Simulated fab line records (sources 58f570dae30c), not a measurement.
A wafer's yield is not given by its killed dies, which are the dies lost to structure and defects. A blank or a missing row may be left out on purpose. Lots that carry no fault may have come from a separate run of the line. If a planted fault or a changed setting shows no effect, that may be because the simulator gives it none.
Matching of chambers | flow berkeley-cmos170 | 4 sister chambers for UCB170_V1_CMP_02 on cmp-02
The step polishes SiO2. 18 wafers are shown with their chamber, then 9 later ones without.

## WAFERS WITH THEIR CHAMBER
wafer  | chamber | motor-current-A (A) | head-pressure-psi (psi) | platen-rpm (rpm)
L240.1 | 3       | 16.0                | 6.007                   | 59.95
L240.2 | 0       | 15.9                | 5.988                   | 59.96
L240.4 | 2       | 18.2                | 6.003                   | 60.04
L239.2 | 2       | 19.3                | 5.986                   | 60.03
L239.4 | 1       | 18.9                | 6.026                   | 60.04
L239.5 | 1       | 19.8                | 6.005                   | 59.97
L245.1 | 3       | 16.0                | 5.998                   | 60.03
L245.3 | 2       | 17.5                | 5.980                   | 59.96
L245.4 | 1       | 19.8                | 5.980                   | 59.91
L246.1 | 1       | 19.2                | 6.004                   | 59.94
L246.3 | 3       | 15.4                | 5.978                   | 60.00
L246.6 | 2       | 18.5                | 6.018                   | 59.96
L252.2 | 0       | 15.5                | 5.994                   | 60.03
L252.3 | 2       | 17.7                | 6.007                   | 60.04
L252.5 | 2       | 18.5                | 5.986                   | 60.00
L253.1 | 1       | 19.9                | 5.988                   | 60.04
L253.3 | 3       | 15.0                | 5.984                   | 59.97
L253.6 | 1       | 20.1                | 5.994                   | 60.02

SIGNATURES (averages over the wafers above)
reading           | chamber 0 | chamber 1 | chamber 2 | chamber 3 | scatter within a chamber
motor-current-A   | 15.700    | 19.617    | 18.283    | 15.600    | 0.532
head-pressure-psi | 5.99100   | 5.99950   | 5.99667   | 5.99175   | 0.0145
platen-rpm        | 59.9950   | 59.9867   | 60.0050   | 59.9875   | 0.045
Rule: for each reading, subtract the chamber's mean from the wafer's reading, divide by that reading's scatter and square the result; add these up over the readings and take the root, which gives the wafer's distance from the chamber. The wafer belongs to the nearest chamber; if the next one is less than 2 further off, it can't be placed. The scatter: take each reading less its chamber's mean, square it, sum over the shown wafers, divide by the number of wafers less the number of chambers, and take the root.

## WAFERS WITHOUT THEIR CHAMBER
wafer  | motor-current-A (A) | head-pressure-psi (psi) | platen-rpm (rpm)
L256.2 | 15.4                | 6.004                   | 59.99
L256.4 | 17.9                | 6.006                   | 60.00
L256.5 | 18.4                | 6.009                   | 59.92
L258.1 | 18.1                | 6.003                   | 59.92
L258.2 | 15.6                | 5.998                   | 60.04
L258.3 | 15.2                | 5.995                   | 60.02
L259.3 | 19.6                | 5.992                   | 60.00
L259.5 | 19.6                | 5.995                   | 60.05
L259.6 | 15.4                | 6.019                   | 60.03

## WHICH CHAMBER EACH ONE RAN IN
wafer  | from the rows above     | in truth
L256.2 | can't be placed: 3 or 0 | 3
L256.4 | 2                       | 2
L256.5 | can't be placed: 2 or 1 | 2
L258.1 | can't be placed: 2 or 1 | 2
L258.2 | can't be placed: 0 or 3 | 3
L258.3 | can't be placed: 3 or 0 | 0
L259.3 | can't be placed: 1 or 2 | 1
L259.5 | can't be placed: 1 or 2 | 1
L259.6 | can't be placed: 3 or 0 | 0
Placed correctly: 1 of 9. Unplaceable from these rows: 8, with the true chamber sitting among the candidates in 8. Placed wrongly: 0.
